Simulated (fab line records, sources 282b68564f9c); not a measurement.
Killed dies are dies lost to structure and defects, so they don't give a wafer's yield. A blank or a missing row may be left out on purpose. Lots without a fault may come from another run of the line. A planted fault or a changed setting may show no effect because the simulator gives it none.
Which tool did it? | flow rit_cmos | 7 lots, 21 wafers sampled, at 2 steps of a route of 202

WHAT THE GAUGES READ, wafer by wafer
RIT_GATE_THK_MEAS_07.
lot  | measured    | on            | GATE_OXIDE_THK (nm)
L391 | day 3 00:24 | film_metro-02 | 2.98 2.90 2.91
L395 | day 3 23:26 | film_metro-03 | 2.93 2.92 2.99
L397 | day 4 10:25 | film_metro-03 | 2.95 3.01 2.94
L403 | day 5 12:23 | film_metro-04 | 3.30 3.37 3.52
L406 | day 6 02:32 | film_metro-04 | 2.93 2.99 2.94
L409 | day 6 17:31 | film_metro-03 | 3.04 2.95 2.99
L411 | day 7 10:28 | film_metro-04 | 2.99 3.02 3.03

WHICH TOOL RAN EACH LOT (tool, then ch and the chambers of the sampled wafers, then the start)
lot  | RIT_GATE_OXIDATION_05
L391 | furnace-04 ch 0, day 2 23:04
L395 | furnace-03 ch 0, day 3 18:57
L397 | furnace-01 ch 0, day 4 08:38
L403 | furnace-04 ch 0, day 5 11:03
L406 | furnace-01 ch 0, day 6 01:11
L409 | furnace-03 ch 0, day 6 16:11
L411 | furnace-03 ch 0, day 7 05:45
- RIT_GATE_OXIDATION_05: target thk 3 nm, ox time 270 s.

THE ANSWER, worked out from the rows above alone
Rule: what is usual is taken from the lots themselves. Put in order of their means at a reading, lots are off if they are a third of the lots or fewer, leave a main group of 4 or more, and stand apart from it by a gap of 3 or more times the standard deviation of the main group's means; of several such gaps the widest counts. A main group whose means are all the same, to the digits that the tables above print for the reading, isn't used. A lot without any number at a reading at which 4 lots or more have one is off too. The other lots that the step has rows for count as sound.
Off: L403, at RIT_GATE_THK_MEAS_07 (GATE_OXIDE_THK). The main group: mean 2.97 nm, standard deviation 0.028.
A tool fits if, at a process step before that reading, it ran every lot that is off, and no sound lot after the first of them. The gauges at RIT_GATE_THK_MEAS_07 are tried like those tools. One fits: furnace-04 at RIT_GATE_OXIDATION_05. Its last sound lot is L391 (day 2 23:04), its first lot that is off L403 (day 5 11:03): a fault that began between those two fits.

WHAT THE SIMULATOR HAD PUT IN
Process parameter drift: furnace-04, from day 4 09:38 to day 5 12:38, at RIT_GATE_OXIDATION_05. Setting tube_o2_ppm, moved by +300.
Lots struck among those shown: L403. The rule above found the same.
